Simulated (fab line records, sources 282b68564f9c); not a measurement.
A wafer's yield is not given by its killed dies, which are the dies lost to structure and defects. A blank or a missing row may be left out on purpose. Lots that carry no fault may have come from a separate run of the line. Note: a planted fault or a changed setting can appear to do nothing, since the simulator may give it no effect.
Which tool did it?    flow ritCmos    13 lots, 39 wafers sampled, at 2 steps of a route of 202

WHAT THE GAUGES READ, wafer by wafer
No reading from a measuring or inspecting step in the record can be judged against a usual standard deviation.

TOOL THAT RAN EACH LOT (tool first, then ch and the chambers of the sampled wafers, then the start)
lot   RIT_SPACER_CLEAN_00            RIT_M1_PROBE_99
L436  wetBench-03 ch 2, day 2 21:28  -
L437  wetBench-04 ch 1, day 3 01:35  -
L438  wetBench-03 ch 1, day 3 07:41  prober-02, day 3 21:16
L440  wetBench-03 ch 0, day 3 17:36  -
L441  wetBench-03 ch 1, day 3 22:49  -
L442  wetBench-03 ch 2, day 4 07:56  -
L443  wetBench-04 ch 3, day 4 08:10  -
L447  wetBench-04 ch 1, day 5 04:24  -
L448  wetBench-01 ch 3, day 5 12:10  -
L451  wetBench-03 ch 3, day 6 02:49  prober-01, day 6 16:28
L455  wetBench-04 ch 3, day 6 22:19  -
L457  wetBench-01 ch 2, day 7 10:14  -
L459  wetBench-01 ch 2, day 7 21:43  -
- RIT_SPACER_CLEAN_00: cleans in SC1, time 600 s.
- RIT_M1_PROBE_99

WHAT THE TOOLS THEMSELVES READ (means of the sampled wafers that have a number; where no wafer has one, the mark that the record gives instead)
RIT_SPACER_CLEAN_00.
lot   tool         runLengthS (s)
L436  wetBench-03  633
L437  wetBench-04  633
L438  wetBench-03  632
L440  wetBench-03  636
L441  wetBench-03  624
L442  wetBench-03  624
L443  wetBench-04  633
L447  wetBench-04  626
L448  wetBench-01  627
L451  wetBench-03  626
L455  wetBench-04  761
L457  wetBench-01  626
L459  wetBench-01  626

RIT_M1_PROBE_99.
lot   tool       killed_at_M0_to_M3  killedAtContacts  killedAtFrontEnd  killedDies  killedOnRim  killedOpen  killedShort
L438  prober-02  0.0                 0.0               8                 8           2.0          3.7         3.3
L451  prober-01  0.0                 0.0               8                 8           2.0          3.0         4.3

THE ANSWER, worked out from the rows above alone
Rule: the lots themselves supply what counts as usual. The widest of any qualifying gaps counts: lots, ordered by their means at a reading, are off when they make up no more than a third of the lots, leave a main group of 4 or more, and stand apart from it by 3 or more times the standard deviation of that group's means. A main group whose means are all the same, to the digits that the tables above print for the reading, isn't used. A lot without any number at a reading at which 4 lots or more have one is off too. The other lots that the step has rows for count as sound. The gauges are gone through in route order, then the tools' own readings, and for those a lot's mean is taken as printed above. The first step at which some lot is off is used, and at that step the reading that is off furthest; a lot without a number counts as furthest.
Off: L455 (RIT_SPACER_CLEAN_00, runLengthS). For the main group the mean is 629 s and the standard deviation 4.
A tool fits if, at that step or a process step before it, it ran every lot that is off, and no sound lot after the first of them. One fits: RIT_SPACER_CLEAN_00 on wetBench-04. A fault onset in the window from L447 (day 5 04:24, its last sound lot) to L455 (day 6 22:19, its first lot off) fits.
The tool's own readings at RIT_SPACER_CLEAN_00 bear it out: on the lots that are off they differ by more than 5 times the standard deviation of the sound lots' means. runLengthS reads 761 s there against 629 s on the sound lots.

WHAT THE SIMULATOR HAD PUT IN
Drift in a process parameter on wetBench-04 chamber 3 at RIT_SPACER_CLEAN_00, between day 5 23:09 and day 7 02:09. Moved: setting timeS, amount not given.
Struck lots among those shown: L455. The rule above found the same.
